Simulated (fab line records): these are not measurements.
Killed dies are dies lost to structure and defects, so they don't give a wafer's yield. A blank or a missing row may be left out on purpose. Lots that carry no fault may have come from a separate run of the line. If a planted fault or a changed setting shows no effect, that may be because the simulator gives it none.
fab line records    flow berkeley_cmos170
record: lots: 6  wafers: 18  last_day: 12
route steps=331 shown M3@315
lots with no fault: from the same line, run without faults
start_h: hours from the record's opening day to when the first of the lot's shown wafers began    wait_h: how many hours have passed since the lot's step before this one    " identical to the entry in the row above    L1.1+2: a single row standing in for several wafers    - no value, or no start given    * or withheld: withheld    < > ~ a bound
route shown NAME@n: a module of which the file shows steps, and the number in the route of the first    usual: average and standard deviation across the fault-free wafers    same: alike in all rows    chamber/n: place in a boat    sites: readings site by site    _std_site: standard deviation across them    _edge_site: outer sites' mean less inner sites'    radius_mm: how far each site lies from the wafer's centre    mask NAME#n: copy n    behind: the tool/chamber that last shaped the wafer    hold: reason for holding the lot/hours on hold/outcome of the hold    device: names the non-switching transistor (n, p or np)    end of line: the same wafers' tests at the end of the route    for a step that has no rows: nothing shown but its recipe    killed: count of dies lost to structure and defects at first sort (not the wafer's yield)    map: shows each die of a wafer: x if killed, . if not, _ if none is there
set.NAME: the setting as run; set.NAME@STEP: as run at that earlier step    model.NAME: the simulator's own value behind a step, which no gauge read
lots seen at some steps along the route; tables by step, rows by wafer
services: when a tool's chamber went out of use (start_h, in hours from the record's first day, below 0 if earlier), for how many hours, and the reason
== steps ==
step: UCB170_M3_SOFTBAKE_06
recipe: resist: KrF  temp_c: 130  time_s: 60
step: UCB170_M3_STRIP_07
recipe: chemistry: O2  power_w: 400  pressure_mtorr: 3500  platen_temp_c: withheld  o2_flow_sccm: 400  overash_fraction: 0.5
usual: drypump_motor_current_A: 5.4/0.48  o2_flow_sccm: 399.8/1.2  oes_product_au: 0.735/0.0041  strip_time_to_endpoint_s: 21.96/0.077
lot.wafer  tool             chamber  start_h  wait_h  drypump_motor_current_A  o2_flow_sccm  oes_product_au  rf_hours_counter_h  strip_time_to_endpoint_s
L440.1     plasma_asher-03  1        178.01   0.1     5.8                      398.6         0.735           7                   21.84
L440.2     "                0        "        "       5.6                      402.6         0.735           7                   21.85
L440.4     "                0        "        "       5.6                      401.5         0.736           -                   21.80
L446.2     plasma_asher-04  1        201.10   0.1     4.9                      398.9         0.734           46                  21.92
L446.4     "                0        "        "       6.2                      401.7         0.741           -                   21.87
L446.6     "                0        "        "       6.2                      402.7         0.734           -                   21.94
L452.2     plasma_asher-03  0        233.18   0.1     5.6                      398.7         0.738           13                  22.13
L452.4     "                1        "        "       5.8                      400.5         0.731           -                   22.08
L452.5     "                1        "        "       5.7                      399.2         0.730           -                   22.09
L455.3     plasma_asher-02  0        254.26   0.1     5.4                      398.4         0.731           -                   21.97
L455.4     "                1        "        "       4.8                      398.7         0.733           -                   21.92
L455.5     "                0        "        "       5.4                      399.0         0.739           -                   21.91
L456.1     plasma_asher-02  0        254.54   0.1     5.4                      399.2         0.741           56                  22.03
L456.2     "                1        "        "       4.8                      398.3         0.730           56                  22.05
L456.6     "                0        "        "       5.4                      398.9         0.738           -                   22.02
L459.2     plasma_asher-04  1        273.13   0.1     4.9                      399.1         0.741           54                  21.99
L459.5     "                0        "        "       6.2                      400.6         0.735           -                   21.91
L459.6     "                1        "        "       4.9                      400.1         0.734           -                   21.97
step: UCB170_M3_STRIP_08
recipe: chemistry: DMSO  temp_c: 80  time_s: 600  material: KrF
step: UCB170_M3_COAT_09
recipe: resist: BARC  temp_c: withheld  time_s: withheld  spin_rpm: 3000  resist_thk_nm: withheld
step: UCB170_M3_COAT_10
recipe: resist: KrF  spin_rpm: 1500  resist_thk_nm: 900
step: UCB170_M3_SOFTBAKE_11
recipe: resist: KrF  temp_c: 130  time_s: 61.79
usual: plate_sensor_t_centre_C: 131.41/0.01  plate_sensor_t_edge_C: 131.53/0.0097
lot.wafer  tool            chamber  start_h  wait_h  plate_sensor_t_centre_C  plate_sensor_t_edge_C
L440.1     litho_track-01  0        -        -       131.42                   131.53
L440.2     "               0        "        "       131.42                   131.51
L440.4     "               0        "        "       131.41                   131.54
L446.2     litho_track-03  0        -        -       131.4                    131.52
L446.4     "               0        "        "       131.41                   131.53
L446.6     "               0        "        "       131.42                   131.53
L452.2     litho_track-03  0        -        -       131.41                   131.53
L452.4     "               0        "        "       131.41                   131.53
L452.5     "               0        "        "       131.4                    131.53
L455.3     litho_track-02  0        -        -       131.39                   131.53
L455.4     "               0        "        "       131.41                   131.55
L455.5     "               0        "        "       131.41                   131.54
L456.1     litho_track-01  0        -        -       131.4                    131.54
L456.2     "               0        "        "       131.41                   131.54
L456.6     "               0        "        "       131.39                   131.54
L459.2     litho_track-01  0        -        -       131.42                   131.51
L459.5     "               0        "        "       131.41                   131.53
L459.6     "               0        "        "       131.39                   131.52
step: UCB170_M3_EXPOSE_12
recipe: mask_id: METAL3  target_cd_nm: 700  na: 0.5  sigma_outer: 0.6  source_shape: conventional  dose_mj: 26
step: UCB170_M3_PEB_13
recipe: peb_temp_c: 130  peb_time_s: withheld  resist: KrF
step: UCB170_M3_DEVELOP_14
recipe: developer: TMAH  develop_time_s: 45  resist: KrF  dev_temp_c: 21
step: UCB170_M3_CD_MEAS_15
recipe: target_cd_nm: 700
usual: cd_nm: 700.1/1.2
lot.wafer  tool       chamber  start_h  wait_h  cd_nm
L440.1     cd_sem-01  -        179.30   -       699.5
L440.2     "          -        "        "       700.4
L440.4     "          -        "        "       700.8
L446.2     cd_sem-01  -        203.21   -       699.7
L446.4     "          -        "        "       700.0
L446.6     "          -        "        "       699.3
L452.2     cd_sem-02  -        234.38   -       698.3
L452.4     "          -        "        "       698.7
L452.5     "          -        "        "       698.9
L455.3     cd_sem-02  -        256.70   -       699.9
L455.4     "          -        "        "       701.8
L455.5     "          -        "        "       701.8
L456.1     cd_sem-01  -        256.71   -       700.8
L456.2     "          -        "        "       700.5
L456.6     "          -        "        "       702.0
L459.2     cd_sem-01  -        275.11   -       699.0
L459.5     "          -        "        "       698.8
L459.6     "          -        "        "       699.1
step: UCB170_M3_OVL_MEAS_16
usual: M3_OVL: -6/6.5
lot.wafer  tool        chamber  start_h  wait_h  M3_OVL[nm]
L440.1     overlay-02  -        179.42   0.1     -8
L440.2     "           -        "        "       -5
L440.4     "           -        "        "       -2
L446.2     overlay-01  -        203.31   0.1     -8
L446.4     "           -        "        "       -10
L446.6     "           -        "        "       -10
L452.2     overlay-02  -        234.49   0.1     2
L452.4     "           -        "        "       1
L452.5     "           -        "        "       -9
L455.3     overlay-02  -        256.79   0.1     -6
L455.4     "           -        "        "       -15
L455.5     "           -        "        "       -5
L456.1     overlay-01  -        256.83   0.1     2
L456.2     "           -        "        "       -16
L456.6     "           -        "        "       -11
L459.2     overlay-01  -        275.22   0.1     -10
L459.5     "           -        "        "       1
L459.6     "           -        "        "       -10
step: UCB170_M3_ETCH_17
recipe: chemistry: N2/H2  target_depth_a: withheld  overetch_a: withheld  target: BARC  time_s: withheld  source_w: 500  bias_w: 100  pressure_mtorr: 30  n2_flow_sccm: 100  h2_flow_sccm: 200
usual: drypump_motor_current_A: 5.4/0.47  oes_product_au: 1.005/0.022  throttle_valve_pct: 13.30/0.14
lot.wafer  tool         chamber  start_h  wait_h  drypump_motor_current_A  oes_product_au  throttle_valve_pct
L440.1     rie_diel-04  2        179.46   0.0     5.7                      0.987           13.38
L440.2     "            1        "        "       5.9                      0.995           13.30
L440.4     "            0        "        "       6.3                      0.996           13.33
L446.2     rie_diel-04  1        203.34   0.0     5.9                      0.977           13.31
L446.4     "            2        "        "       5.7                      0.987           13.38
L446.6     "            1        "        "       5.9                      0.980           13.30
L452.2     rie_diel-01  1        234.52   0.0     5.2                      1.015           13.49
L452.4     "            3        "        "       5.0                      0.995           13.10
L452.5     "            1        "        "       5.2                      1.013           13.50
L455.3     rie_diel-03  2        256.82   0.0     6.0                      1.025           13.15
L455.4     "            1        "        "       5.0                      0.981           13.33
L455.5     "            2        "        "       6.0                      1.031           13.15
L456.1     rie_diel-01  2        256.87   0.0     4.7                      0.983           13.17
L456.2     "            1        "        "       5.3                      1.016           13.51
L456.6     "            2        "        "       4.7                      0.985           13.16
L459.2     rie_diel-01  2        275.25   0.0     4.7                      0.994           13.16
L459.5     "            1        "        "       5.2                      1.021           13.51
L459.6     "            0        "        "       5.4                      1.027           13.44
step: UCB170_M3_METAL_ETCH_18
recipe: chemistry: Cl2/BCl3  target: Al  stop_on: SiO2  pressure_mtorr: 12  target_depth_a: 11700  over_etch_frac: 0.3  time_s: 195  icp_w: 600  bias_w: 120  Cl2_flow_sccm: 90  bcl3_flow_sccm: 45
usual: drypump_motor_current_A: 5.8/0.62  oes_product_au: 0.854/0.014  throttle_valve_pct: 24.35/0.23
lot.wafer  tool          chamber  start_h  wait_h  drypump_motor_current_A  oes_product_au  rf_hours_counter_h  throttle_valve_pct  model.KrF_of_M3_COAT_10.thk_nm  model.M3.feature_depth_nm  model.etch.depth_nm
L440.1     rie_metal-03  1        179.50   -       6.0                      0.853           3.4                 24.51               198                             947.1                      889.1
L440.2     "             0        "        "       5.5                      0.830           6.2                 24.28               233.5                           947.2                      892.6
L440.4     "             1        "        "       6.0                      0.855           -                   24.51               196.4                           952.6                      894.7
L446.2     rie_metal-01  1        203.39   -       6.7                      0.864           10.0                24.67               216.2                           961.8                      905.4
L446.4     "             0        "        "       5.1                      0.853           -                   23.99               216.3                           948.3                      891.9
L446.6     "             0        "        "       5.1                      0.865           -                   23.98               217.5                           964                        907.5
L452.2     rie_metal-01  1        234.56   -       6.7                      0.757           11.0                24.71               468.3                           717.3                      717.3
L452.4     "             0        "        "       5.1                      0.869           -                   24.00               219.9                           960                        904.1
L452.5     "             0        "        "       5.1                      0.864           -                   23.97               216.9                           964.7                      908.5
L456.1     rie_metal-03  0        256.91   -       5.5                      0.827           8.0                 24.27               234.9                           946.7                      892.3
L456.2     "             1        "        "       6.0                      0.854           5.1                 24.50               200.8                           948.5                      890.5
L456.6     "             1        "        "       6.0                      0.858           -                   24.50               193.2                           943.8                      885.8
L455.3     rie_metal-01  1        256.92   -       6.7                      0.765           -                   24.70               474.1                           715.5                      715.5
L455.4     "             0        "        "       5.1                      0.855           -                   23.99               220                             940.5                      884.8
L455.5     "             1        "        "       6.7                      0.761           -                   24.69               470.4                           723.2                      723.2
L459.2     rie_metal-04  0        275.29   -       6.2                      0.871           6.5                 24.25               208.5                           943.6                      888.1
L459.5     "             1        "        "       4.9                      0.837           -                   24.45               196.2                           949.4                      891.3
L459.6     "             0        "        "       6.2                      0.875           -                   24.26               212.5                           944.8                      889.4
step: UCB170_M3_STRIP_19
recipe: chemistry: O2  power_w: 400  pressure_mtorr: 3500  platen_temp_c: withheld  o2_flow_sccm: 400  overash_fraction: 0.5
usual: drypump_motor_current_A: 5.4/0.42  o2_flow_sccm: 400.0/1.3  oes_product_au: 0.544/0.016
lot.wafer  tool             chamber  start_h  wait_h  drypump_motor_current_A  o2_flow_sccm  oes_product_au  rf_hours_counter_h
L440.1     plasma_asher-04  0        179.69   0.1     6.2                      398.6         0.529           44
L440.2     "                1        "        "       4.9                      401.6         0.575           44
L440.4     "                1        "        "       4.9                      401.8         0.519           -
L446.2     plasma_asher-03  1        203.57   0.1     5.7                      399.9         0.544           10
L446.4     "                0        "        "       5.5                      399.9         0.552           -
L446.6     "                0        "        "       5.5                      400.4         0.552           -
L452.2     plasma_asher-02  1        234.75   0.1     4.8                      401.3         0.718           53
L452.4     "                1        "        "       4.8                      398.8         0.556           -
L452.5     "                0        "        "       5.4                      399.6         0.542           -
L455.3     plasma_asher-03  1        257.08   0.1     5.7                      402.2         0.718           -
L455.4     "                0        "        "       5.6                      398.7         0.554           -
L455.5     "                1        "        "       5.8                      400.5         0.721           -
L456.1     plasma_asher-02  1        257.10   0.1     4.8                      397.9         0.576           56
L456.2     "                0        "        "       5.4                      400.8         0.527           56
L456.6     "                1        "        "       4.8                      398.5         0.515           -
L459.2     plasma_asher-02  1        275.48   0.1     4.8                      398.8         0.552           59
L459.5     "                1        "        "       4.8                      397.2         0.517           -
L459.6     "                0        "        "       5.4                      400.8         0.543           -
step: UCB170_M3_CD_MEAS_90
recipe: target_cd_nm: 700
usual: cd_nm: 701/3
lot.wafer  tool       chamber  start_h  wait_h  cd_nm
L440.1     cd_sem-02  -        179.79   0.1     704
L440.2     "          -        "        "       701
L440.4     "          -        "        "       704
L446.2     cd_sem-01  -        203.69   0.1     701
L446.4     "          -        "        "       705
L446.6     "          -        "        "       706
L452.2     cd_sem-01  -        234.87   0.1     722
L452.4     "          -        "        "       702
L452.5     "          -        "        "       704
L455.3     cd_sem-01  -        257.21   0.1     716
L455.4     "          -        "        "       703
L455.5     "          -        "        "       719
L456.1     cd_sem-02  -        257.25   0.1     702
L456.2     "          -        "        "       703
L456.6     "          -        "        "       703
L459.2     cd_sem-02  -        275.60   0.1     699
L459.5     "          -        "        "       694
L459.6     "          -        "        "       697
step: UCB170_M3_BOW_MEAS_20
recipe: mode: bow
usual: M3_BOW: 35/6.5
lot.wafer  tool           chamber  start_h  wait_h  M3_BOW[um]
L440.1     film_metro-02  -        179.91   0.1     35
L440.2     "              -        "        "       34
L440.4     "              -        "        "       23
L446.2     film_metro-02  -        203.81   0.1     42
L446.4     "              -        "        "       34
L446.6     "              -        "        "       45
L452.2     film_metro-04  -        234.99   0.1     30
L452.4     "              -        "        "       39
L452.5     "              -        "        "       30
L455.3     film_metro-01  -        257.33   0.1     43
L455.4     "              -        "        "       34
L455.5     "              -        "        "       31
L456.1     film_metro-02  -        257.40   0.1     31
L456.2     "              -        "        "       35
L456.6     "              -        "        "       31
L459.2     film_metro-01  -        275.72   0.1     37
L459.5     "              -        "        "       45
L459.6     "              -        "        "       47
step: UCB170_M3_PROBE_99
lot.wafer   tool       chamber  start_h  wait_h  model.etest.antenna_m3.short  model.etest.antenna_m3.over_limit  model.etest.antenna_m2.over_limit  model.etest.antenna_m2.short
L440.1+2+4  prober-02  -        180.03   0.1     0                             0                                  0                                  0
L446.2+4+6  prober-02  -        203.96   0.1     0                             0                                  0                                  0
L452.2      prober-02  -        235.14   0.1     1                             1                                  1                                  1
L452.4+5    prober-02  -        235.24   0.2     0                             0                                  0                                  0
L455.3+5    prober-01  -        257.51   0.2     1                             1                                  1                                  1
L455.4      prober-01  -        257.56   0.2     0                             0                                  0                                  0
L456.1+2+6  prober-02  -        257.52   0.1     0                             0                                  0                                  0
L459.2+5+6  prober-02  -        275.87   0.1     0                             0                                  0                                  0
killed by level:class
L440.1 NWELL:area_etch=4 ACTIVE:geometric_particle:short=2 GATE:geometric_particle:short=1 GATE:geometric_particle:open=1 SPACER:geometric_particle:short=1
L440.2 NWELL:area_etch=4 SPACER:geometric_particle:short=1 V2:geometric_particle:short=1 M3:geometric_particle:short=1
L440.4 PVT:coat_microbubble_printed=2 SPACER:geometric_particle:short=1 V1:geometric_particle:open=1 NWELL:area_etch=1 ACTIVE:area_etch=1
L446.2 M1:geometric_particle:short=2 GATE:geometric_particle:open=1 SILICIDE:geometric_particle:open=1 CONTACT:geometric_particle:short=1 NWELL:area_etch=1 ACTIVE:area_etch=1
L446.4 V1:geometric_particle:short=2 CONTACT:geometric_particle:open=1
L446.6 WELLDRIVE:geometric_particle:open=2 SPACER:geometric_particle:short=1 CONTACT:geometric_particle:short=1
L456.1 NWELL:area_etch=2 GATE:geometric_particle:open=1
L456.2 PWELL:area_etch=2 M1:geometric_particle:open=1 V1:geometric_particle:open=1 V1:geometric_particle:short=1
L456.6 NWELL:area_etch=2 PWELL:area_etch=2 START:geometric_particle:short=1 GATE:geometric_particle:short=1 SPACER:geometric_particle:open=1 V1:geometric_particle:short=1
L459.2 START:geometric_particle:short=1 START:geometric_particle:open=1 SCREENOX:geometric_particle:open=1 SILICIDE:geometric_particle:open=1 CONTACT:geometric_particle:short=1 ACTIVE:area_etch=1
L459.5 V1:geometric_particle:open=1 V2:geometric_particle:short=1 PWELL:area_etch=1
L459.6 GATE:geometric_particle:open=1 SPACER:geometric_particle:short=1 M1:geometric_particle:short=1 V2:geometric_particle:open=1
== services ==
tool             chamber  start_h  hours  kind
rie_diel-04      1        154.22   3.6    repair
rie_diel-01      -        170.48   0.4    repair
plasma_asher-04  -        171.55   7.5    repair
plasma_asher-04  -        174.15   1.8    repair
rie_metal-04     -        184.61   1.4    pm
rie_metal-04     -        212.78   0.8    repair
rie_diel-03      -        213.80   1.6    repair
rie_diel-03      2        223.10   14.8   repair
rie_diel-03      -        247.00   0.2    repair
rie_diel-04      3        257.20   17.5   repair
plasma_asher-03  -        270.68   1.8    repair
== key ==
first_sign: step: UCB170_M3_METAL_ETCH_18  reading: oes_product_au  direction: down  sigmas: 6.8  usual: 0.854  struck: 0.761
effect: step: UCB170_M3_STRIP_19  reading: oes_product_au  direction: up  sigmas: 11  usual: 0.544  struck: 0.719
effect: step: UCB170_M3_CD_MEAS_90  reading: cd_nm  direction: up  sigmas: 5.9  usual: 701  struck: 719
model_effect: step: UCB170_M3_METAL_ETCH_18  value: KrF_of_M3_COAT_10.thk_nm  without: 217.7  struck: 470.9
model_effect: step: UCB170_M3_PROBE_99  value: etest.antenna_m3.short  without: 0  struck: 1
met_at UCB170_M3_METAL_ETCH_18
struck_wafers L452.2,L455.3,L455.5
later_rows_left_out L452.2,L455.3,L455.5
sort_left_out L452.2,L455.3,L455.5
onset_between 203.39 234.56
fault: kind: process_parameter_drift  tool: rie_metal-01  chamber: 1  onset_h: 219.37  steps: UCB170_M3_METAL_ETCH_18  channel: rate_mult  offset: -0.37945  shape: step  end_h: 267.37
sort_left_out: the simulated sort isn't trusted on such a fault, so these wafers' sort isn't shown, and their yield isn't known
later_rows_left_out: the simulator's readings of these wafers behind a module that went badly wrong aren't trusted and aren't shown, but for the sort
